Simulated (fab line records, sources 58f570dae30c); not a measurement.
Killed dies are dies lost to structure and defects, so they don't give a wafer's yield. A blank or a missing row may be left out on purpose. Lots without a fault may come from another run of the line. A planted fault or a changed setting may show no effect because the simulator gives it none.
fab line records | flow berkeley_cmos170
record lots=14 wafers=42 last_day=11
route steps=331 shown ZERO@9 PWELL@37 NVT@110 PVT@121
lots that met no fault: from a run of the same line without faults
start_h: hours from the record's first day to the start of the lot's first wafer shown | wait_h: hours since the lot's step before | " the same as in the row above | L1.1+2: a row that stands for several wafers | - no value, or no start given | * or withheld: withheld | < > ~ a bound
route shown NAME@n: a module of which the file shows steps, and the number in the route of the first | usual: mean/standard deviation of fault-free wafers | same: alike in all rows | chamber/n: place in a boat | sites: the reading at each site | _std_site: their standard deviation | _edge_site: outer sites' mean less inner sites' | radius_mm: how far each site lies from the wafer's centre | mask NAME#n: copy n | behind: the tool/chamber that last shaped the wafer | hold: why the lot was held/for how many hours/how that ended | device: the transistor (n, p or np) that didn't switch | end of line: the same wafers' tests at the end of the route | a step without rows: its recipe alone | killed: dies lost to structure and defects at the first sort, not the wafer's yield | map: a wafer's dies, x killed, . not, _ none there
set.NAME: the setting as run; set.NAME@STEP: as run at that earlier step | model.NAME: the simulator's own value behind a step, which no gauge read
steps of the route over a sample of lots; a table a step, a row a wafer
services: from which hour (start_h, from the record's first day; less than 0 if before it) a tool's chamber was out of use, for how many hours, and why
## steps
# step UCB170_ZERO_EXPOSE_03
# recipe mask_id=PM_MARKS na=0.5 sigma_outer=0.6 source_shape=conventional target_cd_nm=4000 dose_mj=30
# usual exposure_dose_mJ_cm2=29.996/0.027 focus_offset_nm=0.1/0.55
# columns lot.wafer tool chamber start_h wait_h mask exposure_dose_mJ_cm2 focus_offset_nm
L970.1 krf_scanner-02 0 22.19 0.2 PM_MARKS#0 30.013 0.6
L970.2 " 0 " " PM_MARKS#0 29.990 0.3
L970.5 " 0 " " PM_MARKS#0 29.976 0.4
L971.2 krf_scanner-02 0 27.34 0.1 PM_MARKS#0 29.960 0.4
L971.3 " 0 " " PM_MARKS#0 29.991 0.3
L971.5 " 0 " " PM_MARKS#0 29.980 0.7
L972.1 krf_scanner-02 0 29.73 0.1 PM_MARKS#0 29.976 0.6
L972.4 " 0 " " PM_MARKS#0 30.002 1.7
L972.6 " 0 " " PM_MARKS#0 29.974 0.6
L973.1 krf_scanner-01 0 36.08 0.2 PM_MARKS#0 29.966 0.5
L973.5 " 0 " " PM_MARKS#0 29.967 0.2
L973.6 " 0 " " PM_MARKS#0 29.984 0.2
L974.2 krf_scanner-02 0 41.60 0.2 PM_MARKS#0 30.014 0.6
L974.3 " 0 " " PM_MARKS#0 30.028 0.5
L974.4 " 0 " " PM_MARKS#0 29.980 0.5
L977.3 krf_scanner-02 0 56.13 0.1 PM_MARKS#0 30.000 0.7
L977.4 " 0 " " PM_MARKS#0 29.965 0.8
L977.5 " 0 " " PM_MARKS#0 30.029 1.4
L979.2 krf_scanner-02 0 67.36 0.2 PM_MARKS#0 30.009 0.7
L979.3 " 0 " " PM_MARKS#0 29.984 0.3
L979.4 " 0 " " PM_MARKS#0 30.007 0.6
L980.1 krf_scanner-02 0 75.01 0.2 PM_MARKS#0 30.035 0.2
L980.2 " 0 " " PM_MARKS#0 30.062 -0.6
L980.6 " 0 " " PM_MARKS#0 30.014 0.3
L981.4 krf_scanner-01 0 77.60 0.2 PM_MARKS#0 30.009 0.9
L981.5 " 0 " " PM_MARKS#0 30.012 0.4
L981.6 " 0 " " PM_MARKS#0 29.983 0.3
L982.3 krf_scanner-01 0 81.76 0.1 PM_MARKS#0 30.027 0.8
L982.4 " 0 " " PM_MARKS#0 29.981 0.8
L982.6 " 0 " " PM_MARKS#0 29.968 0.0
L986.3 krf_scanner-02 - 101.44 0.1 PM_MARKS#0 - -
L986.4 " - " " PM_MARKS#0 - -
L986.6 " - " " PM_MARKS#0 - -
L987.2 krf_scanner-02 - 107.05 0.1 PM_MARKS#0 - -
L987.5 " - " " PM_MARKS#0 - -
L987.6 " - " " PM_MARKS#0 - -
L991.1 krf_scanner-02 0 130.92 0.1 PM_MARKS#0 29.976 -0.1
L991.3 " 0 " " PM_MARKS#0 29.951 -0.4
L991.6 " 0 " " PM_MARKS#0 29.959 0.1
L992.2 krf_scanner-02 0 133.46 0.1 PM_MARKS#0 29.994 -0.1
L992.4 " 0 " " PM_MARKS#0 30.001 -0.7
L992.6 " 0 " " PM_MARKS#0 30.037 0.0
# step UCB170_ZERO_ETCH_06
# recipe chemistry=CHF3/CF4/Ar target=SiO2 time_s=12 pressure_mtorr=100 rf_w=500 CHF3_flow_sccm=50 cf4_flow_sccm=10 Ar_flow_sccm=120 over_etch_frac=1.58
# usual drypump_motor_current_A=5.8/0.42 oes_product_au=0.615/0.012 throttle_valve_pct=9.22/0.061
# same over_etch_frac=1.58
# columns lot.wafer tool chamber start_h wait_h drypump_motor_current_A oes_product_au rf_hours_counter_h throttle_valve_pct
L970.1 rie_diel-03 0 22.62 - 5.7 0.598 10 9.23
L970.2 " 2 " " 5.8 0.630 109 9.21
L970.5 " 0 " " 5.7 0.597 - 9.24
L971.2 rie_diel-03 2 28.59 - 5.8 0.618 109 9.22
L971.3 " 1 " " 5.5 0.603 132 9.20
L971.5 " 2 " " 5.8 0.627 - 9.23
L972.1 rie_diel-01 1 30.55 - 6.0 0.603 59 9.23
L972.4 " 2 " " 6.3 0.605 84 9.36
L972.6 " 2 " " 6.3 0.608 - 9.36
L973.1 rie_diel-01 0 36.47 - 5.6 0.611 128 9.23
L973.5 " 1 " " 6.0 0.610 - 9.25
L973.6 " 0 " " 5.6 0.611 - 9.21
L974.2 rie_diel-02 1 42.05 - 6.3 0.616 71 9.21
L974.3 " 3 " " 5.2 0.604 161 9.24
L974.4 " 0 " " 5.6 0.618 99 9.17
L977.3 rie_diel-03 3 56.74 - 6.0 0.624 135 9.10
L977.4 " 2 " " 5.8 0.624 110 9.23
L977.5 " 3 " " 6.1 0.621 - 9.10
L979.2 rie_diel-03 2 67.74 - 5.8 0.614 111 9.24
L979.3 " 0 " " 5.7 0.598 12 9.24
L979.4 " 3 " " 6.1 0.630 135 9.11
L980.1 rie_diel-01 2 75.67 - 6.3 0.600 87 9.38
L980.2 " 3 " " 4.9 0.640 84 9.26
L980.6 " 1 " " 6.0 0.607 - 9.24
L981.4 rie_diel-02 2 77.93 - 6.2 0.630 75 9.23
L981.5 " 2 " " 6.2 0.631 - 9.19
L981.6 " 3 " " 5.2 0.614 - 9.24
L982.3 rie_diel-03 0 82.45 - 5.7 0.594 12 9.23
L982.4 " 3 " " 6.1 0.615 135 9.10
L982.6 " 0 " " 5.7 0.609 - 9.22
L986.3 rie_diel-02 1 102.31 - 6.4 0.368 74 9.17
L986.4 " 1 " " 6.4 0.377 - 9.19
L986.6 " 0 " " 5.6 0.376 - 9.15
L987.2 rie_diel-02 0 107.42 - 5.6 0.380 103 9.15
L987.5 " 0 " " 5.6 0.373 - 9.16
L987.6 " 1 " " 6.3 0.381 - 9.18
L991.1 rie_diel-03 0 131.47 - 5.7 0.609 14 9.21
L991.3 " 1 " " 5.5 0.611 136 9.21
L991.6 " 2 " " 5.8 0.621 - 9.24
L992.2 rie_diel-02 3 133.84 - 5.2 0.618 1 9.25
L992.4 " 1 " " 6.4 0.619 75 9.22
L992.6 " 2 " " 6.2 0.629 - 9.21
# step UCB170_PWELL_THK_MEAS_03
# recipe reads=SiO2_of_PWELL_OXIDATION_02
# usual PWELL_OXIDE_THK=26.3/0.6
# columns lot.wafer tool chamber start_h wait_h PWELL_OXIDE_THK[nm]
L970.1 film_metro-04 - 44.76 0.0 26.7
L970.2 " - " " 27.6
L970.5 " - " " 26.9
L972.1 film_metro-04 - 48.59 0.0 25.4
L972.4 " - " " 25.4
L972.6 " - " " 25.3
L971.2 film_metro-01 - 48.60 0.0 26.3
L971.3 " - " " 25.8
L971.5 " - " " 25.8
L973.1 film_metro-03 - 61.29 0.0 26.9
L973.5 " - " " 26.8
L973.6 " - " " 26.5
L974.2 film_metro-04 - 65.82 0.0 26.3
L974.3 " - " " 26.5
L974.4 " - " " 26.6
L977.3 film_metro-03 - 73.59 0.0 26.1
L977.4 " - " " 26.5
L977.5 " - " " 26.3
L979.2 film_metro-04 - 87.20 0.0 25.3
L979.3 " - " " 25.8
L979.4 " - " " 25.9
L980.1 film_metro-03 - 97.01 0.0 26.5
L980.2 " - " " 26.4
L980.6 " - " " 26.6
L981.4 film_metro-01 - 97.04 0.0 26.5
L981.5 " - " " 26.5
L981.6 " - " " 26.6
L982.3 film_metro-04 - 101.03 0.0 26.1
L982.4 " - " " 26.2
L982.6 " - " " 26.2
L991.1 film_metro-03 - 151.90 0.0 26.9
L991.3 " - " " 26.4
L991.6 " - " " 26.2
L992.2 film_metro-04 - 151.91 0.0 26.1
L992.4 " - " " 25.8
L992.6 " - " " 26.1
# step UCB170_NVT_OVL_MEAS_06
# usual NVT_OVL=2/4.9
# columns lot.wafer tool chamber start_h wait_h NVT_OVL[nm]
L970.1 overlay-01 - 108.97 - 3
L970.2 " - " " -5
L970.5 " - " " 4
L972.1 overlay-02 - 109.38 - -2
L972.4 " - " " 9
L972.6 " - " " -3
L971.2 overlay-02 - 109.70 - 8
L971.3 " - " " 2
L971.5 " - " " 10
L973.1 overlay-02 - 118.97 - -1
L973.5 " - " " -3
L973.6 " - " " 0
L974.2 overlay-02 - 127.47 - 1
L974.3 " - " " -1
L974.4 " - " " -2
L977.3 overlay-02 - 136.16 - 10
L977.4 " - " " -1
L977.5 " - " " 6
L979.2 overlay-01 - 145.03 - 0
L979.3 " - " " 5
L979.4 " - " " 5
L980.1 overlay-01 - 155.66 - 6
L980.2 " - " " 8
L980.6 " - " " 1
L981.4 overlay-02 - 155.84 - 10
L981.5 " - " " 4
L981.6 " - " " 9
L982.3 overlay-02 - 167.31 - 6
L982.4 " - " " 6
L982.6 " - " " 3
L991.1 overlay-01 - 218.81 - 1
L991.3 " - " " 5
L991.6 " - " " 6
L992.2 overlay-02 - 219.07 - 9
L992.4 " - " " 2
L992.6 " - " " 0
# step UCB170_PVT_OVL_MEAS_06
# usual PVT_OVL=3/5.4
# columns lot.wafer tool chamber start_h wait_h PVT_OVL[nm]
L970.1 overlay-02 - 111.87 - 4
L970.2 " - " " -1
L970.5 " - " " 2
L972.1 overlay-01 - 112.25 - 8
L972.4 " - " " 2
L972.6 " - " " -4
L971.2 overlay-02 - 112.33 - 8
L971.3 " - " " 6
L971.5 " - " " 11
L973.1 overlay-01 - 120.33 - 14
L973.5 " - " " 20
L973.6 " - " " 8
L974.2 overlay-02 - 129.75 - 4
L974.3 " - " " 3
L974.4 " - " " 1
L977.3 overlay-02 - 138.23 - 0
L977.4 " - " " -4
L977.5 " - " " 5
L979.2 overlay-01 - 149.05 - -2
L979.3 " - " " 2
L979.4 " - " " -3
L980.1 overlay-01 - 157.15 - 3
L980.2 " - " " 5
L980.6 " - " " 6
L981.4 overlay-02 - 157.44 - 4
L981.5 " - " " -9
L981.6 " - " " 1
L982.3 overlay-02 - 169.01 - -11
L982.4 " - " " -4
L982.6 " - " " -4
L991.1 overlay-01 - 220.48 - 4
L991.3 " - " " -2
L991.6 " - " " 2
L992.2 overlay-01 - 220.76 - 6
L992.4 " - " " 0
L992.6 " - " " 7
## services
# columns tool chamber start_h hours kind
krf_scanner-02 - -0.52 4.0 pm
rie_diel-01 2 -0.33 4.4 repair
krf_scanner-02 - 3.50 11.6 pm
krf_scanner-01 - 18.88 3.6 pm
krf_scanner-02 0 32.97 - calibration
rie_diel-01 1 39.30 2.8 repair
rie_diel-03 1 39.49 8.0 repair
krf_scanner-02 - 61.70 1.0 pm
rie_diel-01 - 69.47 1.7 repair
krf_scanner-02 - 73.15 1.3 pm
krf_scanner-01 - 74.46 1.3 pm
krf_scanner-01 - 94.30 0.8 pm
krf_scanner-01 - 95.62 0.3 repair
rie_diel-02 3 100.19 - clean
rie_diel-02 3 100.19 15.7 scheduled_down
rie_diel-02 3 100.19 15.7 vent_cycle
krf_scanner-01 - 102.17 1.0 pm
rie_diel-03 3 114.44 2.7 repair
krf_scanner-02 - 118.21 0.8 pm
krf_scanner-01 0 127.77 - calibration
## key
first_sign step=UCB170_ZERO_EXPOSE_03 reading=tool_record direction=missing
effect step=UCB170_ZERO_ETCH_06 reading=oes_product_au direction=down sigmas=19 usual=0.615 struck=0.376
met_at UCB170_ZERO_EXPOSE_03
struck_lots L986,L987
later_rows_left_out L986.3,L986.4,L986.6,L987.2,L987.5,L987.6
sort_left_out L986.3,L986.4,L986.6,L987.2,L987.5,L987.6
tester_left_out L986,L987
not_acting_at UCB170_PWELL_THK_MEAS_03,UCB170_NVT_OVL_MEAS_06,UCB170_PVT_OVL_MEAS_06
onset_between 75.01 101.44
fault kind=skipped_step_whole tool=krf_scanner-02 chamber=- onset_h=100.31 steps=UCB170_ZERO_EXPOSE_03 scope=struck_lots_only
# tester_left_out: of these lots the tester's yield and bins aren't shown, on N5 and GAA mostly nor the transistor test; their killed dies are dies lost to structure and defects alone, not to doping, threshold or leakage, so they don't give the yield
# sort_left_out: the simulated sort isn't trusted on such a fault, so these wafers' sort isn't shown, and their yield isn't known
# later_rows_left_out: the simulator's readings of these wafers behind a module that went badly wrong aren't trusted and aren't shown, but for the sort
